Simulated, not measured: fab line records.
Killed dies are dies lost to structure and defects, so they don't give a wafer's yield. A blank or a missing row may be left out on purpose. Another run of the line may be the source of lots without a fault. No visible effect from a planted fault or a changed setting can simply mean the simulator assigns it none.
A lot that was struck, set against a sound lot || flow rit-cmos || 32 steps out of a route of 202
Sound: these wafers, L185.2, L185.3, L185.6. Struck: wafers L200.2, L200.3, L200.6. The cause is named last.
At each step with rows: each side's tool, then ch and its chambers, then its first start. Under that, the readings that differ: sound wafers || struck wafers || difference of the means || sigmas: that difference in standard deviations of wafers without a fault.
alike: words and numbers the same on both sides, and readings whose means are apart by under 2 such deviations; not compared: readings that were withheld, readings missing a value for some wafer, numbers with overlapping values and no deviation given by the record, and bounds like >300 which may hide the same value.
The two part at a step that has a row with sigmas, a row that says differs or no value, or rows on one side only. Numbers that don't overlap but have no deviation are shown without sigmas and don't part them. A reading that every wafer of one side lacks parts them only if that side has two wafers or more.

RIT_ACTIVE_BOW_MEAS_00:
  sound: film-metro-01 at day 1 15:01; struck: film-metro-02 at day 4 18:01
  alike: INCOMING_BOW
RIT_ACTIVE_OXIDATION_01: target thk 46.8 nm, ox time 3360 s.
  sound on furnace-04 ch 0, day 1 16:02; struck on furnace-04 ch 0, day 4 18:07
  alike: tube_center_temp_C_max, zone-power-load-pct
RIT_ACTIVE_THK_MEAS_02:
  sound: film-metro-04 at day 1 17:59; struck: film-metro-01 at day 4 20:04
  alike: ACTIVE_OXIDE_THK
then, 1 step without rows for these wafers: RIT_ACTIVE_CVD_03 (deposits Si3N4 from SiH2Cl2/NH3, target thk 150 nm, time 1500 s).
RIT_ACTIVE_THK_MEAS_04:
  sound: film-metro-04 at day 1 19:28; struck: film-metro-04 at day 4 21:32
  alike: ACTIVE_NITRIDE_THK
then, 6 steps without rows for these wafers: RIT_ACTIVE_HMDS_05 (prime time 60 s); RIT_ACTIVE_COAT_06 (resist thk 1000 nm); RIT_ACTIVE_SOFTBAKE_07 (time 60 s); RIT_ACTIVE_EXPOSE_08 (exposes mask M1, target cd 1400 nm); RIT_ACTIVE_PEB_09; RIT_ACTIVE_DEVELOP_10 (develop time 50 s).
RIT_ACTIVE_CD_MEAS_11 targets a cd of 1400 nm.
  sound: cd-sem-02 at day 1 20:26; struck: cd-sem-02 at day 4 22:35
  alike: cd-nm
then, 1 step without rows for these wafers: RIT_ACTIVE_HARDBAKE_12 (time 60 s).
RIT_ACTIVE_ETCH_13: etches Si3N4 in SF6, stops on SiO2, time 210 s, target depth 210 nm.
  sound on rie-diel-02 ch 0,3, day 1 20:41; struck on rie-diel-03 ch 1,3, day 4 22:50
  alike: SF6_flow_sccm, drypump-motor-current-A, oes-product-au, throttle-valve-pct
  not compared: rf-hours-counter-h
RIT_ACTIVE_STRIP_14: strips in O2, time 180 s.
  sound on plasma-asher-01 ch 0,1, day 1 20:49; struck on plasma-asher-03 ch 0,1, day 4 22:58
  alike: drypump-motor-current-A, rf-refl-power-W
  not compared: rf-hours-counter-h
RIT_ACTIVE_CD_MEAS_90 targets a cd of 1400 nm.
  sound: cd-sem-02 at day 1 21:01; struck: cd-sem-02 at day 4 23:10
  alike: cd-nm
then, 4 steps without rows for these wafers: RIT_ACTIVE_CLEAN_15 (cleans in SC1, time 600 s); RIT_ACTIVE_CLEAN_16 (cleans in dHF, time 30 s); RIT_ACTIVE_CLEAN_17 (cleans in SC2, time 600 s); RIT_FOX1_OXIDATION_00 (target thk 350.7 nm, ox time 1130 s).
RIT_FOX1_THK_MEAS_01:
  sound: film-metro-04 at day 1 22:49; struck: film-metro-04 at day 5 02:44
  alike: FOX1_OXIDE_THK
then, 2 steps without rows for these wafers: RIT_FOX1_WET_ETCH_02 (etches SiO2 in BOE, target depth 350 nm, time 390 s); RIT_FOX2_OXIDATION_00 (target thk 350.7 nm, ox time 1130 s).
RIT_FOX2_THK_MEAS_01:
  sound: film-metro-02 at day 2 00:19; struck: film-metro-03 at day 5 04:23
  alike: FOX2_OXIDE_THK
then, 2 steps without rows for these wafers: RIT_FOX2_CLEAN_02 (cleans in dHF, time 180 s); RIT_FOX2_WET_ETCH_03 (etches Si3N4 in H3PO4, target depth 195 nm, time 2700 s).
RIT_FOX2_THK_MEAS_90:
  sound: film-metro-03 at day 2 01:11; struck: film-metro-03 at day 5 05:16
  alike: FIELD_OXIDE_LEFT_1_THK
then, 4 steps without rows for these wafers: RIT_NWELL_HMDS_00 (prime time 58.51 s); RIT_NWELL_COAT_01 (resist thk 1300 nm); RIT_NWELL_SOFTBAKE_02 (time 60 s); RIT_NWELL_EXPOSE_03 (exposes mask M2, target cd 43900 nm).
RIT_M1_PROBE_99:
  sound: prober-01 at day 3 16:07; struck: prober-02 at day 6 18:35
{"reading": "killed-at-contacts", "sound": "1 0 1", "struck": "0 0 0", "difference": -1, "sigmas": -2}
{"reading": "killed-at-front-end", "sound": "3 4 4", "struck": "120 117 116", "difference": "+114", "sigmas": "+36"}
{"reading": "killed-dies", "sound": "4 4 5", "struck": "120 117 116", "difference": "+113", "sigmas": "+35"}
{"reading": "killed-on-rim", "sound": "2 1 1", "struck": "30 32 37", "difference": "+32", "sigmas": "+23"}
  alike: killed-open, killed-short

## WHERE THEY PART
Within this record, at RIT_M1_PROBE_99 only.

WHY: the cause the simulator had injected
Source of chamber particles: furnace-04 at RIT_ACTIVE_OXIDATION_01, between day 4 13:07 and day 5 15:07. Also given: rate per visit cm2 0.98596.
